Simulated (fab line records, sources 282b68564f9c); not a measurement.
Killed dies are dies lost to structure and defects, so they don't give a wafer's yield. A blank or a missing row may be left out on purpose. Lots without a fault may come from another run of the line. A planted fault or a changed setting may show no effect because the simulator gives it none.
Which tool did it? | flow rit_cmos | 6 lots, 18 wafers sampled, at 2 steps of a route of 202

WHAT THE GAUGES READ, wafer by wafer
RIT_M1_CD_MEAS_09: target cd 2600 nm.
lot  | measured    | on        | cd_nm (nm)
L805 | day 3 22:10 | cd_sem-01 | 2601.7 2601.6 2602.1
L807 | day 4 09:29 | cd_sem-02 | 2598.9 2602.8 2599.5
L809 | day 4 17:25 | cd_sem-01 | 2596.3 2593.2 2596.3
L813 | day 5 18:14 | cd_sem-02 | 2602.7 2603.2 2602.5
L815 | day 6 09:02 | cd_sem-02 | 2252.4 2254.0 2251.0
L822 | day 7 10:13 | cd_sem-01 | 2600.6 2601.8 2601.0

WHICH TOOL RAN EACH LOT (tool, then ch and the chambers of the sampled wafers, then the start)
lot  | RIT_M1_EXPOSE_06
L805 | iline_stepper-01 ch 0, day 3 21:44
L807 | iline_stepper-02 ch 0, day 4 09:03
L809 | iline_stepper-02 ch 0, day 4 16:59
L813 | iline_stepper-01 ch 0, day 5 17:49
L815 | iline_stepper-02 ch 0, day 6 08:37
L822 | iline_stepper-01 ch 0, day 7 09:47
- RIT_M1_EXPOSE_06: exposes mask M12, target cd 2600 nm.

THE ANSWER, worked out from the rows above alone
Rule: what is usual is taken from the lots themselves. Put in order of their means at a reading, lots are off if they are a third of the lots or fewer, leave a main group of 4 or more, and stand apart from it by a gap of 3 or more times the standard deviation of the main group's means; of several such gaps the widest counts. A main group whose means are all the same, to the digits that the tables above print for the reading, isn't used. A lot without any number at a reading at which 4 lots or more have one is off too. The other lots that the step has rows for count as sound.
Off: L815, at RIT_M1_CD_MEAS_09 (cd_nm). The main group: mean 2600.3 nm, standard deviation 2.6.
A tool fits if, at a process step before that reading, it ran every lot that is off, and no sound lot after the first of them. The gauges at RIT_M1_CD_MEAS_09 are tried like those tools. Can't be told from this: 2 tools fit, iline_stepper-02 at RIT_M1_EXPOSE_06, cd_sem-02 at RIT_M1_CD_MEAS_09.

WHAT THE SIMULATOR HAD PUT IN
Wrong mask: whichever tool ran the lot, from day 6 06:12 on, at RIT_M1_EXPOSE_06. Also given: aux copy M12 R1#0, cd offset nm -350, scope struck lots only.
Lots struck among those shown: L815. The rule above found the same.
